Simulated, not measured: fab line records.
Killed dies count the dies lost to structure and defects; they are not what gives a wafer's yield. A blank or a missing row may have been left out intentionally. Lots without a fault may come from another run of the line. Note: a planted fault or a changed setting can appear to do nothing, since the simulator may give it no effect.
fab line records	flow rit-cmos	part 1 of 2: steps 1 to 29 of 42
record lots=5	wafers=15	last-day=7
route steps=202 shown PRETRO@70 GATE@75 FOX2@80 REOX@98 NLDD@103
lots with no fault: from the same line, run without faults
start-h: start of the lot's first displayed wafer, in hours after the record's first day	wait-h: hours from the lot's prior step to this one	" as in the row above	L1.1+2: a row that stands for several wafers	- no value, or no start was given	* or withheld: withheld	< > ~ a bound
route shown NAME@n: NAME is a module with steps in the file, n the number in the route of the first one	usual: mean/standard deviation taken from wafers without a fault	same: alike in all rows	chamber/n: place in a boat	sites: the reading at each site	_std_site: the values' standard deviation	_edge_site: outer sites' mean less inner sites'	radius-mm: how far each site lies from the wafer's centre	mask NAME#n: copy n	behind: the tool/chamber that last shaped the wafer	hold: why the lot was held/for how many hours/how that ended	device: transistor that didn't switch, given as n, p or np	end of line: the same wafers' tests at the end of the route	step lacking rows: just its recipe	killed: not the wafer's yield, but the dies lost to structure and defects at the first sort	map: shows each die of a wafer: x if killed, . if not, _ if none is there
set.NAME: the setting as run; set.NAME@STEP: as run at that earlier step	model.NAME: the simulator's own value behind a step, which no gauge read
a table for each step, a row for each wafer; lots at some steps of the route
services: from which hour (start-h, from the record's first day; less than 0 if before it) a tool's chamber was out of use, for how many hours, and why
## steps
# step RIT_PRETRO_OVL_MEAS_06
# usual PRETRO_OVL=-0.3/1.6
lot.wafer	tool	chamber	start-h	wait-h	PRETRO_OVL[nm]
L077.1	overlay-02	-	46.12	-	-0.7
L077.5	"	-	"	"	-1.8
L077.6	"	-	"	"	-3.0
L087.3	overlay-02	-	96.85	-	1.3
L087.5	"	-	"	"	1.2
L087.6	"	-	"	"	2.3
L088.1	overlay-01	-	102.04	-	-0.3
L088.4	"	-	"	"	0.5
L088.5	"	-	"	"	0.5
L089.1	overlay-01	-	106.77	-	-3.2
L089.2	"	-	"	"	-1.2
L089.4	"	-	"	"	-1.0
L096.2	overlay-02	-	144.67	-	-2.6
L096.4	"	-	"	"	-0.7
L096.5	"	-	"	"	-1.5
# step RIT_PRETRO_HARDBAKE_07
# recipe resist=NOVOLAK	temp-c=140	time-s=120
lot.wafer	tool	chamber	start-h	wait-h
L077.1+5+6	litho-track-01	0	46.16	0.0
L087.3+5+6	litho-track-01	0	96.95	0.1
L088.1+4+5	litho-track-03	0	102.08	0.0
L089.1+2+4	litho-track-03	0	106.81	0.0
L096.2+4+5	litho-track-01	0	144.74	0.1
# step RIT_PRETRO_IMPLANT_08
# recipe species=B	energy-kev=45	dose-cm2=1.2e+13	tilt-deg=7
# usual dose-ions-cm2=1.1998e+13/1.5e+10
lot.wafer	tool	chamber	start-h	wait-h	dose-ions-cm2
L077.1	implanter-02	0	46.41	0.2	1.2003e+13
L077.5	"	0	"	"	1.1972e+13
L077.6	"	0	"	"	1.1992e+13
L087.3	implanter-02	0	97.17	0.2	1.2017e+13
L087.5	"	0	"	"	1.1989e+13
L087.6	"	0	"	"	1.1989e+13
L088.1	implanter-01	0	102.33	0.2	1.1993e+13
L088.4	"	0	"	"	1.1975e+13
L088.5	"	0	"	"	1.2001e+13
L089.1	implanter-01	0	107.06	0.2	1.1999e+13
L089.2	"	0	"	"	1.1997e+13
L089.4	"	0	"	"	1.2011e+13
L096.2	implanter-04	0	144.97	0.2	1.2012e+13
L096.4	"	0	"	"	1.1999e+13
L096.5	"	0	"	"	1.2003e+13
# step RIT_PRETRO_STRIP_09
# recipe chemistry=O2	time-s=180	resist=NOVOLAK	platen-temp-c=withheld	power-w=500	pressure-mtorr=4000	o2-flow-sccm=4000
# usual drypump-motor-current-A=5.7/0.45	o2-flow-sccm=4001/12
lot.wafer	tool	chamber	start-h	wait-h	drypump-motor-current-A	o2-flow-sccm	rf-hours-counter-h
L077.1	plasma-asher-01	0	46.56	0.1	5.1	4025	40
L077.5	"	1	"	"	5.3	3994	-
L077.6	"	0	"	"	5.1	4019	-
L087.3	plasma-asher-02	1	97.33	0.1	4.9	4018	-
L087.5	"	0	"	"	5.9	4000	-
L087.6	"	1	"	"	4.9	4009	-
L088.1	plasma-asher-02	0	102.48	0.1	5.9	4004	45
L088.4	"	0	"	"	5.9	3999	-
L088.5	"	0	"	"	5.9	4008	-
L089.1	plasma-asher-03	0	107.21	0.1	5.9	4010	33
L089.2	"	1	"	"	6.2	4012	33
L089.4	"	1	"	"	6.1	4002	-
L096.2	plasma-asher-03	0	145.10	0.1	5.9	3985	37
L096.4	"	0	"	"	5.9	4019	-
L096.5	"	1	"	"	6.2	3991	-
# step RIT_PRETRO_TW_MEAS_10
# usual PRETRO_TW=480/3.5
lot.wafer	tool	chamber	start-h	wait-h	PRETRO_TW
L077.1	film-metro-01	-	46.73	0.1	476
L077.5	"	-	"	"	477
L077.6	"	-	"	"	480
L087.3	film-metro-03	-	97.47	0.1	479
L087.5	"	-	"	"	479
L087.6	"	-	"	"	478
L088.1	film-metro-03	-	102.65	0.1	479
L088.4	"	-	"	"	475
L088.5	"	-	"	"	476
L089.1	film-metro-01	-	107.38	0.1	480
L089.2	"	-	"	"	481
L089.4	"	-	"	"	481
L096.2	film-metro-03	-	145.28	0.1	481
L096.4	"	-	"	"	478
L096.5	"	-	"	"	480
# step RIT_GATE_WET_ETCH_00
# recipe chemistry=BOE	target=SiO2	target-depth-nm=56	time-s=60	dry=n2-spin	dilution=10:1	temp-c=21.5
# usual temp-c=21.49/0.1
lot.wafer	tool	chamber	start-h	wait-h	temp-c
L077.1	wet-bench-04	1	46.79	0.1	21.44
L077.5	"	1	"	"	21.37
L077.6	"	1	"	"	21.28
L087.3	wet-bench-04	0	97.51	0.0	21.48
L087.5	"	0	"	"	21.64
L087.6	"	0	"	"	21.52
L088.1	wet-bench-03	3	102.71	0.1	21.42
L088.4	"	3	"	"	21.50
L088.5	"	3	"	"	21.60
L089.1	wet-bench-03	2	107.44	0.1	21.42
L089.2	"	2	"	"	21.42
L089.4	"	2	"	"	21.40
L096.2	wet-bench-04	0	145.33	0.0	21.54
L096.4	"	0	"	"	21.37
L096.5	"	0	"	"	21.47
# step RIT_GATE_CLEAN_01
# recipe chemistry=SC1	mix=3:3:50	time-s=600	temp-c=75
# usual temp-c=74.99/0.11
lot.wafer	tool	chamber	start-h	wait-h	temp-c
L077.1	wet-bench-02	3	46.82	0.0	75.09
L077.5	"	3	"	"	74.98
L077.6	"	3	"	"	75.02
L087.3	wet-bench-03	1	97.53	0.0	75.10
L087.5	"	1	"	"	75.03
L087.6	"	1	"	"	74.81
L088.1	wet-bench-02	0	102.74	0.0	74.86
L088.4	"	0	"	"	75.02
L088.5	"	0	"	"	74.90
L089.1	wet-bench-04	1	107.47	0.0	75.12
L089.2	"	1	"	"	74.93
L089.4	"	1	"	"	74.95
L096.2	wet-bench-03	1	145.36	0.0	75.07
L096.4	"	1	"	"	75.03
L096.5	"	1	"	"	75.15
# step RIT_GATE_CLEAN_02
# recipe chemistry=dHF	dilution=50:1	time-s=30
lot.wafer	tool	chamber	start-h	wait-h
L077.1+5+6	wet-bench-03	0	46.99	0.0
L087.3+5+6	wet-bench-02	3	97.71	0.0
L088.1+4+5	wet-bench-04	0	102.91	0.0
L089.1+2+4	wet-bench-03	2	107.64	0.0
L096.2+4+5	wet-bench-02	2	145.53	0.0
# step RIT_GATE_CLEAN_03
# recipe chemistry=SC2	mix=3:3:50	time-s=600	temp-c=75	dry=n2-spin
# usual temp-c=75.00/0.12
lot.wafer	tool	chamber	start-h	wait-h	temp-c
L077.1	wet-bench-04	2	47.01	0.0	75.06
L077.5	"	2	"	"	74.95
L077.6	"	2	"	"	75.08
L087.3	wet-bench-04	1	97.72	0.0	75.05
L087.5	"	1	"	"	75.03
L087.6	"	1	"	"	75.07
L088.1	wet-bench-03	3	102.93	0.0	75.09
L088.4	"	3	"	"	75.24
L088.5	"	3	"	"	75.07
L089.1	wet-bench-04	1	107.66	0.0	74.88
L089.2	"	1	"	"	75.08
L089.4	"	1	"	"	75.16
L096.2	wet-bench-04	2	145.55	0.0	74.89
L096.4	"	2	"	"	75.07
L096.5	"	2	"	"	74.95
# step RIT_GATE_CLEAN_04
# recipe chemistry=dHF	dilution=50:1	time-s=60	dry=n2-spin
lot.wafer	tool	chamber	start-h	wait-h
L077.1+5+6	wet-bench-02	2	47.21	0.0
L087.3+5+6	wet-bench-02	0	97.90	0.0
L088.1+4+5	wet-bench-02	1	103.11	0.0
L089.1+2+4	wet-bench-03	3	107.83	0.0
L096.2+4+5	wet-bench-02	2	145.72	0.0
# step RIT_FOX2_THK_MEAS_91
# recipe reads=SiO2_of_FOX2_OXIDATION_00
# usual FIELD_OXIDE_LEFT_2_THK=255/4.8
lot.wafer	tool	chamber	start-h	wait-h	FIELD_OXIDE_LEFT_2_THK[nm]
L077.1	film-metro-03	-	47.23	0.0	244
L077.5	"	-	"	"	248
L077.6	"	-	"	"	249
L087.3	film-metro-01	-	97.94	0.0	256
L087.5	"	-	"	"	250
L087.6	"	-	"	"	252
L088.1	film-metro-01	-	103.13	0.0	254
L088.4	"	-	"	"	247
L088.5	"	-	"	"	248
L089.1	film-metro-03	-	107.86	0.0	259
L089.2	"	-	"	"	260
L089.4	"	-	"	"	259
L096.2	film-metro-01	-	145.76	0.0	255
L096.4	"	-	"	"	258
L096.5	"	-	"	"	257
# step RIT_GATE_OXIDATION_05
# recipe temp-c=900	ambient=O2	target-thk-a=30	ox-time-s=270
# usual ox-temp-c=899.9/0.38	spike-tc-load-C=922/3.1	tube-center-temp-C=899.99/0.08	zone-power-source-pct=27/3.1
lot.wafer	tool	chamber	start-h	wait-h	ox-temp-c	spike-tc-load-C	tube-center-temp-C	zone-power-source-pct
L077.1	furnace-03	0	47.29	0.1	899.8	918	899.88	30
L077.5	"	0	"	"	899.8	918	900.09	30
L077.6	"	0	"	"	899.8	921	900.01	30
L087.3	furnace-04	0	97.98	0.0	900.0	922	899.95	26
L087.5	"	0	"	"	900.1	922	900.02	26
L087.6	"	0	"	"	899.9	924	899.95	26
L088.1	furnace-03	0	103.81	0.7	899.5	920	900.04	30
L088.4	"	0	"	"	900.1	921	900.02	30
L088.5	"	0	"	"	900.2	920	900.1	30
L089.1	furnace-01	0	109.57	1.7	900.0	925	900.04	23
L089.2	"	0	"	"	899.4	925	900.03	23
L089.4	"	0	"	"	900.6	926	899.92	23
L096.2	furnace-03	0	147.03	1.3	900.0	919	899.96	30
L096.4	"	0	"	"	899.3	919	899.99	31
L096.5	"	0	"	"	900.2	917	900.02	30
# step RIT_GATE_ANNEAL_06
# recipe temp-c=900	time-s=600	ambient=N2O
# usual spike-tc-load-C=922/3.1	tube-center-temp-C=900.01/0.082	zone-power-source-pct=27/3
lot.wafer	tool	chamber	start-h	wait-h	spike-tc-load-C	tube-center-temp-C	zone-power-source-pct
L077.1	furnace-03	0	48.37	0.0	921	899.95	30
L077.5	"	0	"	"	918	900.08	30
L077.6	"	0	"	"	919	900.03	31
L087.3	furnace-04	0	100.37	1.3	924	899.91	26
L087.5	"	0	"	"	924	900.03	26
L087.6	"	0	"	"	925	899.96	26
L088.1	furnace-04	0	105.37	0.5	923	899.96	26
L088.4	"	0	"	"	924	900.05	26
L088.5	"	0	"	"	923	899.92	26
L089.1	furnace-01	0	112.58	1.9	925	900.06	23
L089.2	"	0	"	"	925	899.98	23
L089.4	"	0	"	"	925	899.91	24
L096.2	furnace-03	0	148.11	0.0	919	900.15	30
L096.4	"	0	"	"	920	899.89	30
L096.5	"	0	"	"	918	900.01	30
# step RIT_GATE_THK_MEAS_07
# recipe reads=SiO2_of_GATE_OXIDATION_05
# usual GATE_OXIDE_THK=3.01/0.061
lot.wafer	tool	chamber	start-h	wait-h	GATE_OXIDE_THK[nm]
L077.1	film-metro-01	-	48.62	0.0	3.10
L077.5	"	-	"	"	3.06
L077.6	"	-	"	"	3.15
L087.3	film-metro-02	-	100.64	0.0	2.97
L087.5	"	-	"	"	2.94
L087.6	"	-	"	"	2.88
L088.1	film-metro-01	-	105.62	0.0	3.03
L088.4	"	-	"	"	3.03
L088.5	"	-	"	"	2.96
L089.1	film-metro-01	-	112.83	0.0	3.00
L089.2	"	-	"	"	2.99
L089.4	"	-	"	"	2.98
L096.2	film-metro-01	-	148.37	0.0	3.11
L096.4	"	-	"	"	3.12
L096.5	"	-	"	"	2.99
# step RIT_GATE_CVD_08
# recipe material=poly-Si	target-thk-nm=250	temp-c=610	precursor=SiH4	time-s=2220	pressure-mtorr=313.6	sih4-flow-sccm=100
# usual spike-tc-load-C=630/4.8	zone-power-source-pct=10.3/0.53
lot.wafer	tool	chamber	start-h	wait-h	spike-tc-load-C	zone-power-source-pct
L077.1	lpcvd-01	0	48.68	0.1	630	10.2
L077.5	"	0	"	"	631	10.2
L077.6	"	0	"	"	631	10.2
L087.3	lpcvd-02	0	100.68	0.0	621	10.8
L087.5	"	0	"	"	623	10.9
L087.6	"	0	"	"	622	10.9
L088.1	lpcvd-02	0	105.68	0.1	620	10.8
L088.4	"	0	"	"	621	10.9
L088.5	"	0	"	"	622	10.8
L089.1	lpcvd-02	0	112.89	0.1	621	10.8
L089.2	"	0	"	"	621	10.8
L089.4	"	0	"	"	622	10.8
L096.2	lpcvd-01	0	148.53	0.2	631	10.3
L096.4	"	0	"	"	630	10.3
L096.5	"	0	"	"	631	10.2
# step RIT_GATE_THK_MEAS_09
# recipe reads=poly-Si_of_GATE_CVD_08
# usual GATE_POLY_THK=256.2/2.1
lot.wafer	tool	chamber	start-h	wait-h	GATE_POLY_THK[nm]
L077.1	film-metro-01	-	50.29	0.0	257.1
L077.5	"	-	"	"	254.6
L077.6	"	-	"	"	254.8
L087.3	film-metro-03	-	103.13	0.0	256.8
L087.5	"	-	"	"	254.7
L087.6	"	-	"	"	257.8
L088.1	film-metro-02	-	108.10	0.0	257.1
L088.4	"	-	"	"	258.2
L088.5	"	-	"	"	257.6
L089.1	film-metro-02	-	114.50	0.0	257.1
L089.2	"	-	"	"	258.5
L089.4	"	-	"	"	256.5
L096.2	film-metro-01	-	150.16	0.0	257.0
L096.4	"	-	"	"	254.4
L096.5	"	-	"	"	256.8
# step RIT_GATE_HMDS_10
# recipe prime-time-s=60	prime-temp-c=140
# same prime-time-s=60
lot.wafer	tool	chamber	start-h	wait-h
L077.1+5+6	litho-track-03	0	50.35	0.1
L087.3+5+6	litho-track-02	0	103.22	0.1
L088.1+4+5	litho-track-03	0	108.16	0.1
L089.1+2+4	litho-track-04	0	114.56	0.1
L096.2+4+5	litho-track-03	0	150.23	0.1
# step RIT_GATE_COAT_11
# recipe resist=NOVOLAK	spin-rpm=4250	resist-thk-nm=850
lot.wafer	tool	chamber	start-h	wait-h
L077.1+5+6	litho-track-03	0	50.50	0.1
L087.3+5+6	litho-track-02	0	103.37	0.1
L088.1+4+5	litho-track-03	0	108.31	0.1
L089.1+2+4	litho-track-04	0	114.71	0.1
L096.2+4+5	litho-track-03	0	150.38	0.1
# step RIT_GATE_SOFTBAKE_12
# recipe resist=NOVOLAK	temp-c=90	time-s=60
lot.wafer	tool	chamber	start-h	wait-h
L077.1+5+6	litho-track-03	0	50.65	0.1
L087.3+5+6	litho-track-02	0	103.52	0.1
L088.1+4+5	litho-track-03	0	108.46	0.1
L089.1+2+4	litho-track-04	0	114.86	0.1
L096.2+4+5	litho-track-03	0	150.53	0.1
# step RIT_GATE_EXPOSE_13
# recipe mask-id=M6	na=0.6	source-shape=conventional	sigma-outer=0.6	target-cd-nm=150	dose-mj=384.5
lot.wafer	tool	chamber	start-h	wait-h	mask
L077.1+5+6	iline-stepper-01	0	50.84	0.2	M6#0
L087.3+5+6	iline-stepper-02	0	103.78	0.2	M6#0
L088.1+4+5	iline-stepper-01	0	108.74	0.2	M6#0
L089.1+2+4	iline-stepper-02	0	115.14	0.2	M6#0
L096.2+4+5	iline-stepper-02	0	150.68	0.1	M6#0
# step RIT_GATE_PEB_14
# recipe resist=NOVOLAK	temp-c=withheld	time-s=withheld
lot.wafer	tool	chamber	start-h	wait-h
L077.1+5+6	litho-track-03	0	50.96	0.1
L087.3+5+6	litho-track-04	0	103.91	0.1
L088.1+4+5	litho-track-04	0	108.86	0.1
L089.1+2+4	litho-track-02	0	115.25	0.1
L096.2+4+5	litho-track-04	0	150.80	0.1
# step RIT_GATE_DEVELOP_15
# recipe resist=NOVOLAK	develop-time-s=50	dev-temp-c=23
lot.wafer	tool	chamber	start-h	wait-h
L077.1+5+6	litho-track-03	0	-	-
L087.3+5+6	litho-track-04	0	-	-
L088.1+4+5	litho-track-04	0	-	-
L089.1+2+4	litho-track-02	0	-	-
L096.2+4+5	litho-track-04	0	-	-
# step RIT_GATE_CD_MEAS_16
# recipe target-cd-nm=150
# usual cd-nm=149.2/2.8
lot.wafer	tool	chamber	start-h	wait-h	cd-nm
L077.1	cd-sem-01	-	51.24	-	148.1
L077.5	"	-	"	"	147.8
L077.6	"	-	"	"	147.8
L087.3	cd-sem-01	-	104.18	-	145.5
L087.5	"	-	"	"	147.6
L087.6	"	-	"	"	147.2
L088.1	cd-sem-02	-	109.19	-	150.8
L088.4	"	-	"	"	148.5
L088.5	"	-	"	"	147.2
L089.1	cd-sem-02	-	115.54	-	148.2
L089.2	"	-	"	"	148.5
L089.4	"	-	"	"	146.9
L096.2	cd-sem-01	-	151.08	-	145.1
L096.4	"	-	"	"	145.2
L096.5	"	-	"	"	147.3
# step RIT_GATE_OVL_MEAS_17
# usual GATE_OVL=-0.6/1.4
lot.wafer	tool	chamber	start-h	wait-h	GATE_OVL[nm]
L077.1	overlay-01	-	51.36	0.1	-0.8
L077.5	"	-	"	"	-2.4
L077.6	"	-	"	"	-0.2
L087.3	overlay-02	-	104.27	0.1	-1.3
L087.5	"	-	"	"	0.5
L087.6	"	-	"	"	2.6
L088.1	overlay-01	-	109.31	0.1	-0.7
L088.4	"	-	"	"	0.7
L088.5	"	-	"	"	0.5
L089.1	overlay-02	-	115.66	0.1	-2.0
L089.2	"	-	"	"	0.0
L089.4	"	-	"	"	1.2
L096.2	overlay-01	-	151.18	0.1	0.6
L096.4	"	-	"	"	-0.7
L096.5	"	-	"	"	0.8
# step RIT_GATE_HARDBAKE_18
# recipe resist=NOVOLAK	temp-c=140	time-s=60
lot.wafer	tool	chamber	start-h	wait-h
L077.1+5+6	litho-track-04	0	51.40	0.0
L087.3+5+6	litho-track-04	0	104.35	0.1
L088.1+4+5	litho-track-04	0	109.35	0.0
L089.1+2+4	litho-track-02	0	115.69	0.0
L096.2+4+5	litho-track-02	0	151.24	0.0
# step RIT_GATE_ETCH_19
# recipe chemistry=SF6/CHF3/O2	time-s=165	SF6_flow_sccm=30	CHF3_flow_sccm=30	O2_flow_sccm=5	target=poly-Si	pressure-mtorr=40	rf-w=160	target-depth-a=3125	over-etch-frac=0.25	stop-on=SiO2
# usual SF6_flow_sccm=29.99/0.092	drypump-motor-current-A=5.6/0.53	oes-product-au=0.868/0.013	throttle-valve-pct=10.17/0.17
# same over-etch-frac=0.25
lot.wafer	tool	chamber	start-h	wait-h	SF6_flow_sccm	drypump-motor-current-A	oes-product-au	rf-hours-counter-h	throttle-valve-pct
L077.1	rie-si-01	2	51.55	0.1	30.08	5.6	0.889	3	10.07
L077.5	"	2	"	"	29.94	5.6	0.875	-	10.04
L077.6	"	3	"	"	29.99	5.4	0.894	-	10.37
L087.3	rie-si-01	3	104.45	0.1	29.98	5.4	0.848	0	10.35
L087.5	"	0	"	"	30.05	5.9	0.865	-	10.25
L087.6	"	3	"	"	30.16	5.4	0.863	-	10.35
L088.1	rie-si-02	3	109.50	0.1	29.96	5.3	0.858	25	10.11
L088.4	"	0	"	"	29.99	5.0	0.879	3	10.21
L088.5	"	2	"	"	30.02	5.2	0.858	-	10.50
L089.1	rie-si-01	3	115.84	0.1	29.98	5.4	0.860	0	10.35
L089.2	"	1	"	"	29.94	6.8	0.876	3	10.03
L089.4	"	0	"	"	30.04	5.9	0.855	119	10.23
L096.2	rie-si-02	2	151.36	0.1	30.01	5.1	0.865	72	10.49
L096.4	"	0	"	"	30.11	5.0	0.871	3	10.23
L096.5	"	1	"	"	29.97	5.8	0.883	-	9.97
# step RIT_GATE_STRIP_20
# recipe chemistry=O2	time-s=180	resist=NOVOLAK	platen-temp-c=withheld	power-w=500	pressure-mtorr=4000	o2-flow-sccm=4000
# usual drypump-motor-current-A=5.4/0.44	o2-flow-sccm=3999/12
lot.wafer	tool	chamber	start-h	wait-h	drypump-motor-current-A	o2-flow-sccm	rf-hours-counter-h
L077.1	plasma-asher-04	0	51.65	0.1	4.8	3992	41
L077.5	"	1	"	"	5.4	3989	-
L077.6	"	0	"	"	4.8	3998	-
L087.3	plasma-asher-04	0	104.61	0.1	4.8	3992	-
L087.5	"	1	"	"	5.4	3996	-
L087.6	"	0	"	"	4.8	3992	-
L088.1	plasma-asher-03	1	109.60	0.1	6.2	4007	33
L088.4	"	0	"	"	5.9	3995	-
L088.5	"	1	"	"	6.2	4027	-
L089.1	plasma-asher-01	0	115.95	0.1	5.1	3994	47
L089.2	"	1	"	"	5.3	3990	47
L089.4	"	0	"	"	5.1	3997	-
L096.2	plasma-asher-03	0	151.47	0.1	5.9	4014	37
L096.4	"	0	"	"	5.9	4021	-
L096.5	"	0	"	"	5.9	4026	-
# step RIT_GATE_CD_MEAS_90
# recipe target-cd-nm=150
# usual cd-nm=149.2/2.8
lot.wafer	tool	chamber	start-h	wait-h	cd-nm
L077.1	cd-sem-01	-	51.83	0.1	148.4
L077.5	"	-	"	"	147.5
L077.6	"	-	"	"	147.6
L087.3	cd-sem-02	-	104.77	0.1	145.3
L087.5	"	-	"	"	147.2
L087.6	"	-	"	"	147.5
L088.1	cd-sem-01	-	109.78	0.1	150.6
L088.4	"	-	"	"	148.5
L088.5	"	-	"	"	147.2
L089.1	cd-sem-01	-	116.13	0.1	148.0
L089.2	"	-	"	"	148.3
L089.4	"	-	"	"	146.8
L096.2	cd-sem-02	-	151.67	0.1	145.0
L096.4	"	-	"	"	144.7
L096.5	"	-	"	"	147.1
# step RIT_REOX_CLEAN_00
# recipe chemistry=SC1	mix=3:3:50	time-s=600	temp-c=75
# usual temp-c=75.00/0.14
lot.wafer	tool	chamber	start-h	wait-h	temp-c
L077.1	wet-bench-04	0	51.95	0.1	75.01
L077.5	"	0	"	"	74.83
L077.6	"	0	"	"	75.10
L087.3	wet-bench-04	3	104.85	0.1	75.01
L087.5	"	3	"	"	75.08
L087.6	"	3	"	"	75.07
L088.1	wet-bench-02	3	109.90	0.1	75.22
L088.4	"	3	"	"	74.91
L088.5	"	3	"	"	74.94
L089.1	wet-bench-04	0	116.25	0.1	75.17
L089.2	"	0	"	"	75.35
L089.4	"	0	"	"	75.21
L096.2	wet-bench-04	3	151.77	0.1	74.86
L096.4	"	3	"	"	74.94
L096.5	"	3	"	"	74.78
